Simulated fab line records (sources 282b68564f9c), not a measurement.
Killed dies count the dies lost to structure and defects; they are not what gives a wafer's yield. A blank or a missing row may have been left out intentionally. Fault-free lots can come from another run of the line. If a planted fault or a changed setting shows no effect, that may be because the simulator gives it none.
Chamber matching	flow rit-cmos	RIT_SPACER_ETCHBACK_05 on rie-diel-01: 4 sister chambers
The step etches Si3N4 in SF6/CHF3, stops on SiO2, target depth 250 nm, time 240 s. 18 wafers are shown with their chamber, then 9 later ones without.

## EACH WAFER AND ITS CHAMBER
wafer	chamber	throttle-valve-pct (%)	drypump-motor-current-A (A)	oes-product-au (a.u.)
L118.3	0	10.24	5.8	0.838
L118.4	3	10.41	4.6	0.834
L118.6	0	10.23	5.9	0.837
L119.1	0	10.24	5.9	0.851
L119.2	2	10.29	5.4	0.848
L119.3	3	10.41	4.6	0.843
L121.4	0	10.23	5.9	0.837
L121.5	1	10.08	6.1	0.819
L121.6	2	10.30	5.4	0.838
L123.2	3	10.41	4.7	0.836
L123.4	0	10.21	5.9	0.841
L123.5	0	10.22	5.9	0.835
L125.4	2	10.29	5.4	0.841
L125.5	1	10.08	6.1	0.809
L125.6	2	10.29	5.4	0.843
L130.2	1	10.08	6.1	0.808
L130.3	2	10.29	5.4	0.841
L130.6	2	10.30	5.4	0.838

SIGNATURES, as means of the wafers listed above
reading	chamber 0	chamber 1	chamber 2	chamber 3	scatter within a chamber
throttle-valve-pct	10.2283	10.0800	10.2933	10.4100	0.00764
drypump-motor-current-A	5.883	6.100	5.400	4.633	0.0327
oes-product-au	0.83983	0.81200	0.84150	0.83767	0.00505
Rule: a wafer's distance from a chamber is the root of the sum, over the readings, of the square of ((its reading less the chamber's mean) divided by the reading's scatter). If the next closest chamber is less than 2 further off than the closest, the wafer can't be placed; otherwise it belongs to the closest. The scatter: the root of (the sum of the squares of (reading less its chamber's mean) over the shown wafers, divided by (wafers less chambers)).

## WAFERS WHOSE CHAMBER IS MISSING
wafer	throttle-valve-pct (%)	drypump-motor-current-A (A)	oes-product-au (a.u.)
L133.2	10.08	6.1	0.809
L133.4	10.40	4.6	0.829
L133.6	10.29	5.4	0.841
L136.1	10.24	5.8	0.832
L136.3	10.07	6.1	0.817
L136.5	10.30	5.4	0.840
L137.2	10.31	5.4	0.853
L137.4	10.21	5.9	0.847
L137.6	10.41	4.6	0.860

## CHAMBER TAKEN BY EACH
wafer	from the rows above	in truth
L133.2	1	1
L133.4	3	3
L133.6	2	2
L136.1	0	0
L136.3	1	1
L136.5	2	2
L137.2	2	2
L137.4	0	0
L137.6	3	3
Correct placement for 9 of the 9. From these rows, 0 cannot be placed. Number placed wrongly: 0.
